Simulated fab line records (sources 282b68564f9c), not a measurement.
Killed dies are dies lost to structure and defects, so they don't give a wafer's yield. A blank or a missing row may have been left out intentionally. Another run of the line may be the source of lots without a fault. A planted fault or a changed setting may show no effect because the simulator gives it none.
fab line records | flow ritCmos
record lots=6 | wafers=18 | lastDay=7
route steps=202 shown FOX2@25 NWELL@28 PWELL@39 WELLDRIVE@50 NRETRO@53 PRETRO@64 M1@202
lots that met no fault: taken from a fault-free run of the same line
startH: start of the lot's first displayed wafer, in hours after the record's first day | waitH: time in hours since the lot's previous step | " repeats the value in the row above | L1.1+2: one row covering several wafers at once | - no value, or no start given | * or withheld: withheld | < > ~ a bound
route shown NAME@n: NAME is a module with steps in the file, n the number in the route of the first one | usual: mean/standard deviation taken from wafers without a fault | same: alike in all rows | chamber/n: place in a boat | sites: readings site by site | _std_site: standard deviation of those values | _edge_site: mean of outer sites minus mean of inner sites | radiusMm: for every site, how far away it sits from the centre of the wafer | mask NAME#n: copy n | behind: the tool/chamber that last shaped the wafer | hold: why the lot was held/for how many hours/how that ended | device: the transistor (n, p or np) that didn't switch | end of line: at the end of the route, the tests of the same wafers | a step without rows: its recipe alone | killed: dies that structure and defects cost at the first sort, which is not the same as the wafer's yield | map: a wafer's dies, marking killed ones x, the rest . and places with no die _
set.NAME: the setting that was run; set.NAME@STEP: the one run at that earlier step | model.NAME: the simulator's own value behind a step, which no gauge read
lots seen at some steps along the route; tables by step, rows by wafer
services: from which hour (startH, from the record's first day; less than 0 if before it) a tool's chamber was out of use, for how many hours, and why
## steps
# step RIT_FOX2_CLEAN_02
# recipe chemistry=dHF | dilution=50:1 | timeS=180
# step RIT_FOX2_WET_ETCH_03
# recipe chemistry=H3PO4 | target=Si3N4 | targetDepthNm=195 | tempC=165 | timeS=2700
# step RIT_FOX2_THK_MEAS_90
# recipe reads=SiO2_of_FOX2_OXIDATION_00
# usual FIELD_OXIDE_LEFT_1_THK=326/5.6
lot.wafer | tool         | chamber | startH | waitH | FIELD_OXIDE_LEFT_1_THK[nm]
L828.4    | filmMetro-04 | -       | 54.59  | 0.0   | 332
L828.5    | "            | -       | "      | "     | 336
L828.6    | "            | -       | "      | "     | 333
L829.2    | filmMetro-01 | -       | 60.53  | 0.0   | 335
L829.3    | "            | -       | "      | "     | 337
L829.4    | "            | -       | "      | "     | 330
L835.2    | filmMetro-04 | -       | 89.42  | 0.0   | 323
L835.3    | "            | -       | "      | "     | 318
L835.6    | "            | -       | "      | "     | 320
L836.1    | filmMetro-02 | -       | 94.71  | 0.0   | 323
L836.4    | "            | -       | "      | "     | 320
L836.6    | "            | -       | "      | "     | 316
L843.3    | filmMetro-04 | -       | 130.21 | 0.0   | 326
L843.4    | "            | -       | "      | "     | 324
L843.5    | "            | -       | "      | "     | 322
L844.2    | filmMetro-04 | -       | 137.20 | 0.0   | 316
L844.5    | "            | -       | "      | "     | 324
L844.6    | "            | -       | "      | "     | 319
# step RIT_NWELL_HMDS_00
# recipe primeTimeS=61.01 | primeTempC=140
# step RIT_NWELL_COAT_01
# recipe resist=NOVOLAK | spinRpm=2000 | resistThkNm=1300
# step RIT_NWELL_SOFTBAKE_02
# recipe resist=NOVOLAK | tempC=90 | timeS=60
# step RIT_NWELL_EXPOSE_03
# recipe maskId=M2 | na=0.57 | targetCdNm=43900 | doseMj=250
# step RIT_NWELL_PEB_04
# recipe resist=NOVOLAK | tempC=withheld | timeS=withheld
# step RIT_NWELL_DEVELOP_05
# recipe resist=NOVOLAK | developTimeS=68 | devTempC=23
# step RIT_NWELL_OVL_MEAS_06
# usual NWELL_OVL=-0.8/1.6
lot.wafer | tool       | chamber | startH | waitH | NWELL_OVL[nm]
L828.4    | overlay-02 | -       | 55.52  | -     | -2.7
L828.5    | "          | -       | "      | "     | -3.0
L828.6    | "          | -       | "      | "     | -1.3
L829.2    | overlay-01 | -       | 61.59  | -     | -1.7
L829.3    | "          | -       | "      | "     | -1.0
L829.4    | "          | -       | "      | "     | 0.3
L835.2    | overlay-01 | -       | 90.35  | -     | -0.3
L835.3    | "          | -       | "      | "     | -2.3
L835.6    | "          | -       | "      | "     | -0.3
L836.1    | overlay-02 | -       | 95.78  | -     | 0.6
L836.4    | "          | -       | "      | "     | -0.9
L836.6    | "          | -       | "      | "     | -0.9
L843.3    | overlay-01 | -       | 131.18 | -     | 0.2
L843.4    | "          | -       | "      | "     | -0.4
L843.5    | "          | -       | "      | "     | 1.2
L844.2    | overlay-01 | -       | 138.26 | -     | -1.1
L844.5    | "          | -       | "      | "     | -1.1
L844.6    | "          | -       | "      | "     | -1.2
# step RIT_NWELL_HARDBAKE_07
# recipe resist=NOVOLAK | tempC=140 | timeS=120
# step RIT_NWELL_IMPLANT_08
# recipe species=P | energyKev=170 | doseCm2=5e+13 | tiltDeg=6.754
# step RIT_NWELL_STRIP_09
# recipe chemistry=O2 | timeS=180 | resist=NOVOLAK | platenTempC=withheld | powerW=500 | pressureMtorr=4000 | o2FlowSccm=4000
# usual drypumpMotorCurrentA=6.03/0.27 | o2FlowSccm=4002/11
lot.wafer | tool           | chamber | startH | waitH | drypumpMotorCurrentA | o2FlowSccm | rfHoursCounterH
L828.4    | plasmaAsher-02 | 1       | 55.99  | 0.1   | 5.83                 | 4009       | -
L828.5    | "              | 0       | "      | "     | 5.84                 | 4009       | -
L828.6    | "              | 1       | "      | "     | 5.84                 | 4010       | -
L829.2    | plasmaAsher-04 | 0       | 62.02  | 0.1   | 6.38                 | 3993       | 29
L829.3    | "              | 0       | "      | "     | 6.42                 | 4006       | -
L829.4    | "              | 1       | "      | "     | 5.87                 | 4005       | -
L835.2    | plasmaAsher-02 | 1       | 90.78  | 0.1   | 5.84                 | 3992       | 45
L835.3    | "              | 1       | "      | "     | 5.84                 | 3994       | -
L835.6    | "              | 1       | "      | "     | 5.84                 | 4000       | -
L836.1    | plasmaAsher-01 | 1       | 96.22  | 0.1   | 5.70                 | 4005       | 46
L836.4    | "              | 1       | "      | "     | 5.72                 | 3984       | -
L836.6    | "              | 1       | "      | "     | 5.69                 | 3990       | -
L843.3    | plasmaAsher-04 | 1       | 131.66 | 0.1   | 5.85                 | 3990       | -
L843.4    | "              | 0       | "      | "     | 6.39                 | 4023       | -
L843.5    | "              | 1       | "      | "     | 5.85                 | 3999       | -
L844.2    | plasmaAsher-04 | 1       | 138.69 | 0.1   | 5.87                 | 4008       | 37
L844.5    | "              | 1       | "      | "     | 5.87                 | 3995       | -
L844.6    | "              | 0       | "      | "     | 6.40                 | 4001       | -
# step RIT_NWELL_TW_MEAS_10
# usual NWELL_TW=2135/10
lot.wafer | tool         | chamber | startH | waitH | NWELL_TW
L828.4    | filmMetro-04 | -       | 56.14  | 0.1   | 2145
L828.5    | "            | -       | "      | "     | 2146
L828.6    | "            | -       | "      | "     | 2142
L829.2    | filmMetro-04 | -       | 62.20  | 0.1   | 2140
L829.3    | "            | -       | "      | "     | 2149
L829.4    | "            | -       | "      | "     | 2145
L835.2    | filmMetro-01 | -       | 90.97  | 0.1   | 2139
L835.3    | "            | -       | "      | "     | 2117
L835.6    | "            | -       | "      | "     | 2140
L836.1    | filmMetro-01 | -       | 96.39  | 0.1   | 2148
L836.4    | "            | -       | "      | "     | 2147
L836.6    | "            | -       | "      | "     | 2148
L843.3    | filmMetro-04 | -       | 131.80 | 0.1   | 2146
L843.4    | "            | -       | "      | "     | 2130
L843.5    | "            | -       | "      | "     | 2134
L844.2    | filmMetro-03 | -       | 138.88 | 0.1   | 2126
L844.5    | "            | -       | "      | "     | 2128
L844.6    | "            | -       | "      | "     | 2139
# step RIT_PWELL_HMDS_00
# recipe primeTimeS=60 | primeTempC=140
# step RIT_PWELL_COAT_01
# recipe resist=NOVOLAK | spinRpm=2000 | resistThkNm=1300
# step RIT_PWELL_SOFTBAKE_02
# recipe resist=NOVOLAK | tempC=90 | timeS=60
# step RIT_PWELL_EXPOSE_03
# recipe maskId=M3 | na=0.57 | targetCdNm=43700 | doseMj=250
# step RIT_PWELL_PEB_04
# recipe resist=NOVOLAK | tempC=withheld | timeS=withheld
# step RIT_PWELL_DEVELOP_05
# recipe resist=NOVOLAK | developTimeS=68 | devTempC=23
# step RIT_PWELL_OVL_MEAS_06
# usual PWELL_OVL=0.1/1.7
lot.wafer | tool       | chamber | startH | waitH | PWELL_OVL[nm]
L828.4    | overlay-01 | -       | 57.07  | -     | 2.7
L828.5    | "          | -       | "      | "     | 3.9
L828.6    | "          | -       | "      | "     | 3.5
L829.2    | overlay-01 | -       | 63.14  | -     | 0.4
L829.3    | "          | -       | "      | "     | -2.8
L829.4    | "          | -       | "      | "     | -2.7
L835.2    | overlay-02 | -       | 92.03  | -     | 1.2
L835.3    | "          | -       | "      | "     | -1.3
L835.6    | "          | -       | "      | "     | -0.2
L836.1    | overlay-02 | -       | 97.33  | -     | 1.7
L836.4    | "          | -       | "      | "     | 0.3
L836.6    | "          | -       | "      | "     | 1.1
L843.3    | overlay-02 | -       | 132.73 | -     | -2.5
L843.4    | "          | -       | "      | "     | 0.1
L843.5    | "          | -       | "      | "     | -1.4
L844.2    | overlay-01 | -       | 139.81 | -     | -2.8
L844.5    | "          | -       | "      | "     | -1.0
L844.6    | "          | -       | "      | "     | -0.2
# step RIT_PWELL_HARDBAKE_07
# recipe resist=NOVOLAK | tempC=140 | timeS=120
# step RIT_PWELL_IMPLANT_08
# recipe species=B | energyKev=170 | doseCm2=7e+13 | tiltDeg=7
# step RIT_PWELL_STRIP_09
# recipe chemistry=O2 | timeS=180 | resist=NOVOLAK | platenTempC=withheld | powerW=500 | pressureMtorr=4000 | o2FlowSccm=4000
# usual drypumpMotorCurrentA=6.00/0.29 | o2FlowSccm=4002/14
lot.wafer | tool           | chamber | startH | waitH | drypumpMotorCurrentA | o2FlowSccm | rfHoursCounterH
L828.4    | plasmaAsher-03 | 1       | 57.54  | 0.1   | 6.11                 | 3995       | -
L828.5    | "              | 1       | "      | "     | 6.04                 | 3996       | -
L828.6    | "              | 0       | "      | "     | 5.62                 | 3984       | -
L829.2    | plasmaAsher-03 | 0       | 63.57  | 0.1   | 5.57                 | 3998       | 41
L829.3    | "              | 0       | "      | "     | 5.58                 | 4008       | -
L829.4    | "              | 1       | "      | "     | 6.03                 | 4043       | -
L835.2    | plasmaAsher-01 | 0       | 92.46  | 0.1   | 6.30                 | 4003       | 45
L835.3    | "              | 0       | "      | "     | 6.30                 | 3995       | -
L835.6    | "              | 0       | "      | "     | 6.30                 | 3988       | -
L836.1    | plasmaAsher-04 | 0       | 97.77  | 0.1   | 6.37                 | 4009       | 33
L836.4    | "              | 0       | "      | "     | 6.38                 | 4013       | -
L836.6    | "              | 1       | "      | "     | 5.86                 | 3991       | -
L843.3    | plasmaAsher-01 | 1       | 133.21 | 0.1   | 5.74                 | 3995       | -
L843.4    | "              | 0       | "      | "     | 6.30                 | 3999       | -
L843.5    | "              | 0       | "      | "     | 6.31                 | 3999       | -
L844.2    | plasmaAsher-04 | 1       | 140.24 | 0.1   | 5.86                 | 4007       | 37
L844.5    | "              | 0       | "      | "     | 6.33                 | 4022       | -
L844.6    | "              | 1       | "      | "     | 5.87                 | 3994       | -
# step RIT_PWELL_TW_MEAS_10
# usual PWELL_TW=947/5.5
lot.wafer | tool         | chamber | startH | waitH | PWELL_TW
L828.4    | filmMetro-01 | -       | 57.69  | 0.1   | 953
L828.5    | "            | -       | "      | "     | 947
L828.6    | "            | -       | "      | "     | 950
L829.2    | filmMetro-04 | -       | 63.75  | 0.1   | 949
L829.3    | "            | -       | "      | "     | 947
L829.4    | "            | -       | "      | "     | 948
L835.2    | filmMetro-04 | -       | 92.64  | 0.1   | 951
L835.3    | "            | -       | "      | "     | 954
L835.6    | "            | -       | "      | "     | 954
L836.1    | filmMetro-04 | -       | 97.94  | 0.1   | 952
L836.4    | "            | -       | "      | "     | 951
L836.6    | "            | -       | "      | "     | 947
L843.3    | filmMetro-03 | -       | 133.35 | 0.1   | 947
L843.4    | "            | -       | "      | "     | 945
L843.5    | "            | -       | "      | "     | 945
L844.2    | filmMetro-04 | -       | 140.43 | 0.1   | 949
L844.5    | "            | -       | "      | "     | 948
L844.6    | "            | -       | "      | "     | 950
# step RIT_WELLDRIVE_ANNEAL_00
# recipe tempC=1100 | timeS=14700 | ambient=N2
# step RIT_WELLDRIVE_RS_MEAS_01
# recipe thkMeasGauge=four-point-probe
# usual NWELL_RS=275.3/0.81
lot.wafer | tool         | chamber | startH | waitH | NWELL_RS[ohm/sq]
L828.4    | filmMetro-04 | -       | 62.86  | 0.1   | 276.2
L828.5    | "            | -       | "      | "     | 275.1
L828.6    | "            | -       | "      | "     | 275.4
L829.2    | filmMetro-04 | -       | 68.91  | 0.0   | 275.5
L829.3    | "            | -       | "      | "     | 274.8
L829.4    | "            | -       | "      | "     | 275.0
L835.2    | filmMetro-01 | -       | 98.39  | 0.0   | 274.7
L835.3    | "            | -       | "      | "     | 274.7
L835.6    | "            | -       | "      | "     | 275.2
L836.1    | filmMetro-04 | -       | 105.33 | 0.0   | 276.2
L836.4    | "            | -       | "      | "     | 275.9
L836.6    | "            | -       | "      | "     | 276.7
L843.3    | filmMetro-04 | -       | 139.07 | 0.0   | 274.6
L843.4    | "            | -       | "      | "     | 275.6
L843.5    | "            | -       | "      | "     | 275.5
L844.2    | filmMetro-01 | -       | 145.58 | 0.0   | 275.9
L844.5    | "            | -       | "      | "     | 276.0
L844.6    | "            | -       | "      | "     | 275.5
# step RIT_WELLDRIVE_RS_MEAS_02
# recipe thkMeasGauge=four-point-probe
# usual PWELL_RS=429.5/1.2
lot.wafer | tool         | chamber | startH | waitH | PWELL_RS[ohm/sq]
L828.4    | filmMetro-04 | -       | 62.98  | 0.1   | 427.8
L828.5    | "            | -       | "      | "     | 427.1
L828.6    | "            | -       | "      | "     | 427.8
L829.2    | filmMetro-04 | -       | 69.03  | 0.1   | 429.5
L829.3    | "            | -       | "      | "     | 430.0
L829.4    | "            | -       | "      | "     | 429.0
L835.2    | filmMetro-01 | -       | 98.51  | 0.1   | 430.4
L835.3    | "            | -       | "      | "     | 429.5
L835.6    | "            | -       | "      | "     | 429.0
L836.1    | filmMetro-04 | -       | 105.45 | 0.1   | 429.5
L836.4    | "            | -       | "      | "     | 428.9
L836.6    | "            | -       | "      | "     | 429.4
L843.3    | filmMetro-04 | -       | 139.19 | 0.1   | 428.7
L843.4    | "            | -       | "      | "     | 429.3
L843.5    | "            | -       | "      | "     | 429.5
L844.2    | filmMetro-01 | -       | 145.70 | 0.1   | 428.3
L844.5    | "            | -       | "      | "     | 428.5
L844.6    | "            | -       | "      | "     | 427.9
# step RIT_NRETRO_HMDS_00
# recipe primeTimeS=60 | primeTempC=140
# step RIT_NRETRO_COAT_01
# recipe resist=NOVOLAK | spinRpm=2000 | resistThkNm=1300
# step RIT_NRETRO_SOFTBAKE_02
# recipe resist=NOVOLAK | tempC=90 | timeS=60
# step RIT_NRETRO_EXPOSE_03
# recipe maskId=M4 | na=0.57 | targetCdNm=43900 | doseMj=250
# step RIT_NRETRO_PEB_04
# recipe resist=NOVOLAK | tempC=withheld | timeS=withheld
# step RIT_NRETRO_DEVELOP_05
# recipe resist=NOVOLAK | developTimeS=68 | devTempC=23
# step RIT_NRETRO_OVL_MEAS_06
# usual NRETRO_OVL=-0.6/1.6
lot.wafer | tool       | chamber | startH | waitH | NRETRO_OVL[nm]
L828.4    | overlay-01 | -       | 64.01  | -     | -1.2
L828.5    | "          | -       | "      | "     | 0.8
L828.6    | "          | -       | "      | "     | 0.1
L829.2    | overlay-01 | -       | 70.14  | -     | -1.6
L829.3    | "          | -       | "      | "     | -1.1
L829.4    | "          | -       | "      | "     | 1.7
L835.2    | overlay-01 | -       | 99.50  | -     | -0.2
L835.3    | "          | -       | "      | "     | 1.5
L835.6    | "          | -       | "      | "     | 0.1
L836.1    | overlay-02 | -       | 106.58 | -     | -3.8
L836.4    | "          | -       | "      | "     | -0.9
L836.6    | "          | -       | "      | "     | -0.2
L843.3    | overlay-01 | -       | 140.41 | -     | -1.3
L843.4    | "          | -       | "      | "     | 0.6
L843.5    | "          | -       | "      | "     | -0.2
L844.2    | overlay-01 | -       | 147.05 | -     | 0.7
L844.5    | "          | -       | "      | "     | 1.1
L844.6    | "          | -       | "      | "     | 0.5
# step RIT_NRETRO_HARDBAKE_07
# recipe resist=NOVOLAK | tempC=140 | timeS=120
# step RIT_NRETRO_IMPLANT_08
# recipe species=P | energyKev=70 | doseCm2=9.845e+12 | tiltDeg=7
# step RIT_NRETRO_STRIP_09
# recipe chemistry=O2 | timeS=180 | resist=NOVOLAK | platenTempC=withheld | powerW=500 | pressureMtorr=4000 | o2FlowSccm=4000
# usual drypumpMotorCurrentA=5.93/0.24 | o2FlowSccm=4000/11
lot.wafer | tool           | chamber | startH | waitH | drypumpMotorCurrentA | o2FlowSccm | rfHoursCounterH
L828.4    | plasmaAsher-02 | 1       | 64.49  | 0.1   | 5.84                 | 4004       | -
L828.5    | "              | 1       | "      | "     | 5.83                 | 3999       | -
L828.6    | "              | 0       | "      | "     | 5.88                 | 3997       | -
L829.2    | plasmaAsher-03 | 0       | 70.57  | 0.1   | 5.60                 | 3982       | 41
L829.3    | "              | 0       | "      | "     | 5.60                 | 4007       | -
L829.4    | "              | 1       | "      | "     | 6.05                 | 4000       | -
L835.2    | plasmaAsher-04 | 1       | 99.93  | 0.1   | 5.88                 | 4003       | 33
L835.3    | "              | 0       | "      | "     | 6.39                 | 4001       | -
L835.6    | "              | 0       | "      | "     | 6.39                 | 4016       | -
L836.1    | plasmaAsher-02 | 0       | 107.02 | 0.1   | 5.91                 | 4011       | 46
L836.4    | "              | 1       | "      | "     | 5.81                 | 4003       | -
L836.6    | "              | 1       | "      | "     | 5.82                 | 4008       | -
L843.3    | plasmaAsher-02 | 0       | 140.89 | 0.1   | 5.85                 | 4019       | -
L843.4    | "              | 1       | "      | "     | 5.82                 | 3978       | -
L843.5    | "              | 1       | "      | "     | 5.83                 | 3994       | -
L844.2    | plasmaAsher-03 | 0       | 147.48 | 0.1   | 5.58                 | 3990       | 50
L844.5    | "              | 0       | "      | "     | 5.57                 | 3995       | -
L844.6    | "              | 1       | "      | "     | 6.05                 | 3995       | -
# step RIT_NRETRO_TW_MEAS_10
# usual NRETRO_TW=1041/5.3
lot.wafer | tool         | chamber | startH | waitH | NRETRO_TW
L828.4    | filmMetro-03 | -       | 64.63  | 0.1   | 1032
L828.5    | "            | -       | "      | "     | 1034
L828.6    | "            | -       | "      | "     | 1035
L829.2    | filmMetro-02 | -       | 70.75  | 0.1   | 1041
L829.3    | "            | -       | "      | "     | 1046
L829.4    | "            | -       | "      | "     | 1046
L835.2    | filmMetro-02 | -       | 100.11 | 0.1   | 1047
L835.3    | "            | -       | "      | "     | 1042
L835.6    | "            | -       | "      | "     | 1047
L836.1    | filmMetro-03 | -       | 107.19 | 0.1   | 1036
L836.4    | "            | -       | "      | "     | 1038
L836.6    | "            | -       | "      | "     | 1036
L843.3    | filmMetro-03 | -       | 141.02 | 0.1   | 1038
L843.4    | "            | -       | "      | "     | 1035
L843.5    | "            | -       | "      | "     | 1037
L844.2    | filmMetro-02 | -       | 147.67 | 0.1   | 1041
L844.5    | "            | -       | "      | "     | 1041
L844.6    | "            | -       | "      | "     | 1045
# step RIT_PRETRO_HMDS_00
# recipe primeTimeS=60 | primeTempC=140
# step RIT_PRETRO_COAT_01
# recipe resist=NOVOLAK | spinRpm=2000 | resistThkNm=1300
# step RIT_PRETRO_SOFTBAKE_02
# recipe resist=NOVOLAK | tempC=90 | timeS=60
# step RIT_M1_PROBE_99
# usual killedAtContacts=0.1/0.31 | killedAtFrontEnd=7/3.3 | killedDies=7/3.3 | killedOpen=3.4/2.2 | killedShort=3.5/2
# same grossDies=264 | killed_at_M0_to_M3=0 | killed_at_M4_up=0 | killedAtBackSide=0 | killedAtOther=0
lot.wafer | tool      | chamber | startH | waitH | killedAtContacts | killedAtFrontEnd | killedDies | killedOpen | killedShort
L828.4    | prober-02 | -       | 92.51  | 0.2   | 0                | 11               | 11         | 7          | 4
L828.5    | prober-02 | -       | 92.56  | 0.2   | 0                | 14               | 14         | 6          | 8
L828.6    | prober-02 | -       | 92.61  | 0.2   | 0                | 7                | 7          | 4          | 3
L829.2    | prober-01 | -       | 100.42 | 0.1   | 0                | 10               | 10         | 4          | 6
L829.3    | prober-01 | -       | 100.47 | 0.2   | 0                | 6                | 6          | 3          | 3
L829.4    | prober-01 | -       | 100.52 | 0.2   | 0                | 12               | 12         | 6          | 6
L836.1    | prober-02 | -       | 135.12 | 0.1   | 0                | 11               | 11         | 6          | 5
L836.4    | prober-02 | -       | 135.27 | 0.2   | 0                | 11               | 11         | 6          | 5
L836.6    | prober-02 | -       | 135.37 | 0.2   | 0                | 5                | 5          | 2          | 3
L843.3    | prober-01 | -       | 167.27 | 0.2   | 0                | 38               | 38         | 1          | 4
L843.4    | prober-01 | -       | 167.32 | 0.2   | 2                | 23               | 25         | 3          | 4
L843.5    | prober-01 | -       | 167.37 | 0.2   | 0                | 35               | 35         | 2          | 2
L844.2    | prober-02 | -       | 175.68 | 0.1   | 1                | 36               | 37         | 4          | 3
L844.5    | prober-02 | -       | 175.83 | 0.2   | 0                | 37               | 37         | 3          | 3
L844.6    | prober-02 | -       | 175.88 | 0.2   | 0                | 25               | 25         | 6          | 4
# killed by level:class
L828.4 FOX1:geometricParticle:open=3 FOX1:geometricParticle:short=2 GATE:geometricParticle:open=2 SILICIDE:geometricParticle:open=2 GATE:geometricParticle:short=1 SILICIDE:geometricParticle:short=1
L828.5 FOX1:geometricParticle:short=3 GATE:geometricParticle:open=3 GATE:geometricParticle:short=3 SILICIDE:geometricParticle:open=2 FOX1:geometricParticle:open=1 REOX:geometricParticle:short=1 SILICIDE:geometricParticle:short=1
L828.6 SILICIDE:geometricParticle:open=2 GATE:geometricParticle:open=1 GATE:geometricParticle:short=1 REOX:geometricParticle:short=1 SPACER:geometricParticle:open=1 SILICIDE:geometricParticle:short=1
L829.2 FOX2:geometricParticle:short=3 FOX2:geometricParticle:open=2 SILICIDE:geometricParticle:open=2 GATE:geometricParticle:short=1 REOX:geometricParticle:short=1 SILICIDE:geometricParticle:short=1
L829.3 SPACER:geometricParticle:open=2 SILICIDE:geometricParticle:short=2 FOX1:geometricParticle:open=1 REOX:geometricParticle:short=1
L829.4 FOX2:geometricParticle:short=3 FOX2:geometricParticle:open=3 GATE:geometricParticle:short=3 SPACER:geometricParticle:open=2 SILICIDE:geometricParticle:open=1
L836.1 GATE:geometricParticle:open=4 FOX1:geometricParticle:short=2 FOX1:geometricParticle:open=1 GATE:geometricParticle:short=1 REOX:geometricParticle:open=1 SPACER:geometricParticle:short=1 SILICIDE:geometricParticle:short=1
L836.4 FOX1:geometricParticle:open=4 FOX1:geometricParticle:short=2 GATE:geometricParticle:short=1 REOX:geometricParticle:short=1 REOX:geometricParticle:open=1 SPACER:geometricParticle:open=1 SPACER:geometricParticle:short=1
L836.6 GATE:geometricParticle:short=2 FOX1:geometricParticle:open=1 FOX1:geometricParticle:short=1 SPACER:geometricParticle:open=1
L843.3 NWELL:unspecified=33 GATE:geometricParticle:short=2 FOX1:geometricParticle:short=1 GATE:geometricParticle:open=1 SILICIDE:geometricParticle:short=1
L843.4 NWELL:unspecified=18 GATE:geometricParticle:short=3 CONTACT:geometricParticle:open=2 ACTIVE:geometricParticle:short=1 REOX:geometricParticle:open=1
L843.5 NWELL:unspecified=31 GATE:geometricParticle:open=1 GATE:geometricParticle:short=1 SILICIDE:geometricParticle:short=1 SILICIDE:geometricParticle:open=1
L844.2 NWELL:unspecified=30 REOX:geometricParticle:open=1 GATE:geometricParticle:short=1 REOX:geometricParticle:short=1 SPACER:geometricParticle:open=1 SILICIDE:geometricParticle:open=1 SILICIDE:geometricParticle:short=1 CONTACT:geometricParticle:open=1
L844.5 NWELL:unspecified=31 GATE:geometricParticle:short=2 REOX:geometricParticle:open=2 FOX1:geometricParticle:open=1 SILICIDE:geometricParticle:short=1
L844.6 NWELL:unspecified=15 GATE:geometricParticle:open=2 SILICIDE:geometricParticle:short=2 SILICIDE:geometricParticle:open=2 FOX1:geometricParticle:open=1 FOX1:geometricParticle:short=1 GATE:geometricParticle:short=1 REOX:geometricParticle:open=1
# map L843.3 (x killed, . not)
________......._______
_____..x..........____
____...............___
___............x....__
__..................._
__......x............_
_.....................
_..xx.xxx.............
_...xxxxxx............
_x.xxxxxx..x..........
__..xxxxxxxx........._
__..xxxxxx..........._
___...xx............__
____...............___
_____.............____
________......._______
# map L844.2 (x killed, . not)
________..x...._______
_____.............____
____...............___
___...x.............__
__..................._
__.x................._
_.......x.............
_...xxx..x............
_...xxxxxx.....x......
_...xxxxxx............
__...xxxxxx.........x_
__....xxxx..........._
___x...x...x........__
____.....x.........___
_____........x....____
________......._______
## services
tool           | chamber | startH | hours | kind
plasmaAsher-03 | -       | 37.01  | 14.6  | pm
plasmaAsher-01 | -       | 46.03  | 5.1   | repair
plasmaAsher-02 | -       | 51.44  | 2.8   | pm
plasmaAsher-01 | -       | 105.73 | 12.0  | repair
plasmaAsher-01 | -       | 117.71 | 9.0   | pm
plasmaAsher-01 | 0       | 117.71 | 9.0   | ventCycle
plasmaAsher-01 | 1       | 117.71 | 9.0   | ventCycle
plasmaAsher-01 | 0       | 126.71 | -     | clean
plasmaAsher-01 | 1       | 126.71 | -     | clean
## key
firstSign step=RIT_M1_PROBE_99 | reading=killedDies | direction=up | sigmas=7.9 | usual=7 | struck=33
effect step=RIT_M1_PROBE_99 | reading=killedAtFrontEnd | direction=up | sigmas=7.8 | usual=7 | struck=32
metAt RIT_NWELL_STRIP_09
struckWafers L843.3,L843.4,L843.5,L844.2,L844.5,L844.6
testerLeftOut L843,L844
onsetBetween 62.02 131.66
alsoFits time
fault kind=chamberParticleSource | tool=plasmaAsher-04 | chamber=- | onsetH=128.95 | steps=RIT_NWELL_STRIP_09 | ratePerVisitCm2=0.85411 | endH=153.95
# testerLeftOut: of these lots the tester's yield and bins aren't shown, on N5 and GAA mostly nor the transistor test; their killed dies are dies lost to structure and defects alone, not to doping, threshold or leakage, so they don't give the yield
